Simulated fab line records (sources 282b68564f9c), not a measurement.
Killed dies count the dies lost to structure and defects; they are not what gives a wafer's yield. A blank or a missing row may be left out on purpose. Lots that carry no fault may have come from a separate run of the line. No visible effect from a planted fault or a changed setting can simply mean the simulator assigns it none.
Which of the tools did it? -- flow rit cmos -- 14 lots, 42 wafers sampled, at 2 steps of a route of 202

== WHAT EACH GAUGE READ, for each wafer ==
RIT_CONTACT_THK_MEAS_01.
lot,measured,on,CONTACT_TEOS_THK (nm)
L438,day 3 02:53,film metro-02,397 404 401
L439,day 3 08:14,film metro-01,397 398 400
L440,day 3 12:56,film metro-03,398 396 402
L442,day 3 21:32,film metro-01,394 393 401
L443,day 4 04:19,film metro-02,389 390 402
L444,day 4 07:57,film metro-01,393 395 401
L447,day 5 00:47,film metro-03,399 403 401
L448,day 5 05:46,film metro-01,395 400 404
L449,day 5 09:07,film metro-01,384 381 388
L452,day 6 02:32,film metro-03,387 380 381
L456,day 6 20:08,film metro-01,394 402 397
L457,day 7 02:43,film metro-01,401 408 409
L459,day 7 16:22,film metro-01,403 409 412
L460,day 7 18:35,film metro-03,398 402 407

== EACH LOT AND THE TOOL THAT RAN IT (in order: tool; ch and the chambers of the sampled wafers; start) ==
lot,RIT_CONTACT_CVD_00
L438,"pecvd-03 ch 0,1, day 3 02:49"
L439,"pecvd-04 ch 1,2, day 3 08:10"
L440,"pecvd-02 ch 0,1,2, day 3 12:52"
L442,"pecvd-04 ch 0,1, day 3 21:29"
L443,"pecvd-02 ch 0,1,2, day 4 04:15"
L444,"pecvd-03 ch 0,1,2, day 4 07:54"
L447,"pecvd-03 ch 0,1, day 5 00:43"
L448,"pecvd-04 ch 0,1,2, day 5 05:43"
L449,"pecvd-02 ch 0,1, day 5 09:04"
L452,"pecvd-02 ch 0,1,2, day 6 02:29"
L456,"pecvd-03 ch 0,2, day 6 20:05"
L457,"pecvd-04 ch 1,2, day 7 02:38"
L459,"pecvd-03 ch 0,1,2, day 7 16:18"
L460,"pecvd-04 ch 1,2, day 7 18:32"
- RIT_CONTACT_CVD_00: deposits SiO2 from TEOS, target thk 400 nm, time 61 s.

== AS READ BY THE TOOLS THEMSELVES (means over the sampled wafers that have a number; for cases with no such wafer, the mark the record gives instead) ==
RIT_CONTACT_CVD_00.
lot,tool,heater power w (W),susceptor temp C (C)
L438,pecvd-03,303,390.11
L439,pecvd-04,304,389.91
L440,pecvd-02,305,390.02
L442,pecvd-04,332,390.11
L443,pecvd-02,309,390.22
L444,pecvd-03,364,389.90
L447,pecvd-03,277,390.14
L448,pecvd-04,300,389.98
L449,pecvd-02,254,-
L452,pecvd-02,322,-
L456,pecvd-03,357,390.12
L457,pecvd-04,252,389.81
L459,pecvd-03,348,389.86
L460,pecvd-04,298,389.81

== THE ANSWER, worked out from the rows above alone ==
Rule: the lots themselves supply what counts as usual. Put in order of their means at a reading, lots are off if they are a third of the lots or fewer, leave a main group of 4 or more, and stand apart from it by a gap of 3 or more times the standard deviation of the main group's means; of several such gaps the widest counts. The tables above print the reading to a certain number of digits; a main group whose means all agree to those digits is not used. A lot without any number at a reading at which 4 lots or more have one is off too. All remaining lots with rows at the step are treated as sound. First the gauges in route order, then the tools' own readings, where a lot's mean is used as printed above. The first step at which some lot is off is used, and at that step the reading that is off furthest; a lot without a number counts as furthest.
Off: L449, L452, at RIT_CONTACT_CVD_00 (susceptor temp C). Without a number there: L449, L452. The main group has a mean of 390.00 C with a standard deviation of 0.13.
If a tool, at that step or one of the process steps before it, ran each lot that is off and ran no sound lot following the first of them, it fits. One candidate fits, namely pecvd-02 at RIT_CONTACT_CVD_00. Its last sound lot is L443 (day 4 04:15), its first lot that is off L449 (day 5 09:04): a fault that began between those two fits.
Blank at RIT_CONTACT_CVD_00 on the lots that are off, where sound lots have numbers: susceptor temp C.

== WHAT WAS PUT IN BY THE SIMULATOR ==
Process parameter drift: pecvd-02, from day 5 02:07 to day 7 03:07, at RIT_CONTACT_CVD_00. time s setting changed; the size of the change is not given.
Lots struck among those shown: L449, L452. The rule above reached the same finding.
